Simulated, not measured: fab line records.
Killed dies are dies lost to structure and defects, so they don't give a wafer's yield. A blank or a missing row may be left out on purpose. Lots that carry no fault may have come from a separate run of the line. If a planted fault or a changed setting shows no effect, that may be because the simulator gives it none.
Split-lot trial	flow rit-cmos	route with 202 steps; 5 lots, 23 wafers read

== ABOUT THE SPLIT ==
At RIT_ACTIVE_OXIDATION_01 (target thk 46.8 nm, ox time 3360 s), the setting ox-time-s was moved away from the recipe's 3360 s on 20 of the 23 wafers read, by -13.7% to +14.8%. For the rest of the wafers, this setting stayed at what the recipe calls for.

Split to reading: the file shows no intervening step.

== THE READING ==
ACTIVE_OXIDE_THK, in nm, at RIT_ACTIVE_THK_MEAS_02. Typical for fault-free wafers on this fab line: 46.7 nm, with standard deviation 0.79 nm.

wafer	tool, chamber at the split	ox-time-s as run, s	against the recipe	ACTIVE_OXIDE_THK, nm	against lot-mates on the recipe
L074.1	-, -	3857	+14.8%	50.7	no lot-mate on the recipe
L074.2	-, -	3857	+14.8%	50.9	no lot-mate on the recipe
L074.4	-, -	3857	+14.8%	51.2	no lot-mate on the recipe
L074.5	-, -	3857	+14.8%	50.2	no lot-mate on the recipe
L074.6	-, -	3857	+14.8%	50.8	no lot-mate on the recipe
L075.3	furnace-03, 0	3360	recipe	45.8	-
L075.4	furnace-03, 0	3360	recipe	45.8	-
L075.5	furnace-03, 0	3360	recipe	45.8	-
L078.1	-, -	2901	-13.7%	41.0	no lot-mate on the recipe
L078.2	-, -	2901	-13.7%	41.8	no lot-mate on the recipe
L078.3	-, -	2901	-13.7%	41.7	no lot-mate on the recipe
L078.4	-, -	2901	-13.7%	40.7	no lot-mate on the recipe
L078.5	-, -	2901	-13.7%	41.8	no lot-mate on the recipe
L079.1	-, -	3573	+6.3%	47.6	no lot-mate on the recipe
L079.2	-, -	3573	+6.3%	46.7	no lot-mate on the recipe
L079.3	-, -	3573	+6.3%	47.9	no lot-mate on the recipe
L079.4	-, -	3573	+6.3%	48.1	no lot-mate on the recipe
L079.6	-, -	3573	+6.3%	47.7	no lot-mate on the recipe
L081.1	-, -	3592	+6.9%	48.7	no lot-mate on the recipe
L081.2	-, -	3592	+6.9%	49.1	no lot-mate on the recipe
L081.3	-, -	3592	+6.9%	48.4	no lot-mate on the recipe
L081.4	-, -	3592	+6.9%	48.4	no lot-mate on the recipe
L081.5	-, -	3592	+6.9%	49.5	no lot-mate on the recipe

FIT RESULTS
A straight line over all 23 wafers: ACTIVE_OXIDE_THK changes by +0.332 nm for each +1% of ox-time-s; r = +0.99; the points scatter about the line by 0.56 nm.
Too few moved wafers have a lot-mate on the recipe to fit a line with each lot's own level taken away.

== THE WHOLE CHAIN: every reading that the file lists as answering this split, in the file's order ==
step	what it does	reading	change (the file's fit)	r (the file's)
RIT_ACTIVE_OXIDATION_01	target thk 46.8 nm, ox time 3360 s	SiO2_of_ACTIVE_OXIDATION_01.thk-nm (the simulator's own value, which no gauge read)	+0.333 nm for each +1% of the setting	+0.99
RIT_ACTIVE_THK_MEAS_02		ACTIVE_OXIDE_THK	+0.333 for each +1% of the setting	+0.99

== FILE'S OWN FIT ==
ACTIVE_OXIDE_THK changes by +0.333 nm for each +1% of ox-time-s, r = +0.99.
